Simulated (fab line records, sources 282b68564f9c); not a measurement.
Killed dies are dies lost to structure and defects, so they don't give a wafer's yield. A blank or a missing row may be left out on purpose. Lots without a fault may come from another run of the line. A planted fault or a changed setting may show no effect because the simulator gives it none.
A struck lot beside a sound one | flow rit_cmos | 43 steps out of a route of 202
Sound: wafers L380.2, L380.3, L380.5. Struck: wafers L370.1, L370.3, L370.5. The cause comes at the end.
At each step with rows: each side's tool, then ch and its chambers, then its first start. Under that, the readings that differ: sound wafers | struck wafers | difference of the means | sigmas: that difference in standard deviations of wafers without a fault.
alike: readings whose means differ by less than 2 such deviations, and words and numbers that are the same on both sides. not compared: withheld readings, readings that some wafer has no value for, bounds like >300 that may hide the same value, and numbers for which the record gives no deviation and whose values overlap.
The two part at a step that has a row with sigmas, a row that says differs or no value, or rows on one side only. Numbers that don't overlap but have no deviation are shown without sigmas and don't part them. A reading that every wafer of one side lacks parts them only if that side has two wafers or more.

first, 4 steps without rows for these wafers: RIT_PLDD_SOFTBAKE_02 (time 60 s); RIT_PLDD_EXPOSE_03 (exposes mask M8, target cd 40900 nm); RIT_PLDD_PEB_04; RIT_PLDD_DEVELOP_05 (develop time 50 s).
RIT_PLDD_OVL_MEAS_06:
  sound on overlay-02, day 7 13:57; struck on overlay-02, day 4 18:23
  alike: PLDD_OVL
then, 2 steps without rows for these wafers: RIT_PLDD_HARDBAKE_07 (time 60 s); RIT_PLDD_IMPLANT_08.
RIT_PLDD_STRIP_09: strips in O2, time 180 s.
  sound on plasma_asher-03 ch 1, day 7 14:17; struck on plasma_asher-03 ch 0,1, day 4 18:44
  alike: drypump_motor_current_A
  not compared: rf_hours_counter_h
RIT_PLDD_TW_MEAS_10:
  sound on film_metro-01, day 7 14:28; struck on film_metro-02, day 4 18:54
  alike: PLDD_TW
then, 3 steps without rows for these wafers: RIT_SPACER_CLEAN_00 (cleans in SC1, time 600 s); RIT_SPACER_CLEAN_01 (cleans in dHF, time 30 s); RIT_SPACER_CLEAN_02 (cleans in SC2, time 600 s).
RIT_SPACER_CVD_03: deposits Si3N4 from SiH2Cl2/NH3, target thk 250 nm, time 3300 s.
  sound on lpcvd-01 ch 0, day 7 14:58; struck on lpcvd-02 ch 0, day 4 19:20
  alike: sih2cl2_flow_sccm
RIT_SPACER_THK_MEAS_04:
  sound on film_metro-01, day 7 16:53; struck on film_metro-04, day 4 21:15
  alike: SPACER_NITRIDE_THK
RIT_SPACER_ETCHBACK_05: etches Si3N4 in SF6/CHF3, stops on SiO2, target depth 250 nm, time 240 s.
  sound on rie_diel-03 ch 0,1,2, day 7 16:56; struck on rie_diel-04 ch 0,2, day 4 21:19
  alike: CHF3_flow_sccm, drypump_motor_current_A, oes_product_au, throttle_valve_pct
  not compared: rf_hours_counter_h
then, 6 steps without rows for these wafers: RIT_NSD_HMDS_00 (prime time 60 s); RIT_NSD_COAT_01 (resist thk 1000 nm); RIT_NSD_SOFTBAKE_02 (time 60 s); RIT_NSD_EXPOSE_03 (exposes mask M9, target cd 40700 nm); RIT_NSD_PEB_04; RIT_NSD_DEVELOP_05 (develop time 50 s).
RIT_NSD_OVL_MEAS_06:
  sound on overlay-01, day 7 18:06; struck on overlay-01, day 4 22:19
  alike: NSD_OVL
then, 2 steps without rows for these wafers: RIT_NSD_HARDBAKE_07 (time 60 s); RIT_NSD_IMPLANT_08.
RIT_NSD_STRIP_09: strips in O2, time 180 s.
  sound on plasma_asher-04 ch 0,1, day 7 18:39; struck on plasma_asher-04 ch 0, day 4 22:40
  alike: drypump_motor_current_A
  not compared: rf_hours_counter_h
RIT_NSD_TW_MEAS_10:
  sound on film_metro-01, day 7 18:50; struck on film_metro-01, day 4 22:50
  alike: NSD_TW
then, 6 steps without rows for these wafers: RIT_PSD_HMDS_00 (prime time 60 s); RIT_PSD_COAT_01 (resist thk 1000 nm); RIT_PSD_SOFTBAKE_02 (time 60 s); RIT_PSD_EXPOSE_03 (exposes mask M10, target cd 40900 nm); RIT_PSD_PEB_04; RIT_PSD_DEVELOP_05 (develop time 50 s).
RIT_PSD_OVL_MEAS_06:
  sound on overlay-01, day 8 03:04; struck on overlay-02, day 4 23:52
  alike: PSD_OVL
then, 2 steps without rows for these wafers: RIT_PSD_HARDBAKE_07 (time 60 s); RIT_PSD_IMPLANT_08.
RIT_PSD_STRIP_09: strips in O2, time 180 s.
  sound on plasma_asher-01 ch 0,1, day 8 03:31; struck on plasma_asher-01 ch 0,1, day 5 00:12
  alike: drypump_motor_current_A
  not compared: rf_hours_counter_h
RIT_PSD_TW_MEAS_10:
  sound on film_metro-02, day 8 03:41; struck on film_metro-01, day 5 00:23
  alike: PSD_TW
then, 3 steps without rows for these wafers: RIT_SDANNEAL_CLEAN_00 (cleans in SC1, time 600 s); RIT_SDANNEAL_CLEAN_01 (cleans in dHF, time 30 s); RIT_SDANNEAL_CLEAN_02 (cleans in SC2, time 600 s).
RIT_SDANNEAL_RTA_03: time 5 s.
  sound on rtp_anneal-02 ch 0, day 8 04:07; struck on rtp_anneal-02 ch 0, day 5 00:49
  alike: wafer_temp_C_max
RIT_SDANNEAL_RS_MEAS_04: measures by four-point-probe.
  sound on film_metro-02, day 8 04:11; struck on film_metro-03, day 5 00:52
  alike: PSD_RS
RIT_M1_PROBE_99:
  sound on prober-02, day 8 12:26; struck on prober-01, day 5 08:13
  reading             | sound | struck   | difference | sigmas
  killed_at_front_end | 7 5 7 | 24 16 25 | +15        | +5
  killed_dies         | 7 5 7 | 24 16 25 | +15        | +5
  killed_on_rim       | 3 2 2 | 10 8 10  | +7         | +5
  alike: killed_at_M0_to_M3, killed_at_contacts, killed_open, killed_short

WHERE THEY PART
Only at RIT_M1_PROBE_99, within this record.

WHY: what the simulator had put in
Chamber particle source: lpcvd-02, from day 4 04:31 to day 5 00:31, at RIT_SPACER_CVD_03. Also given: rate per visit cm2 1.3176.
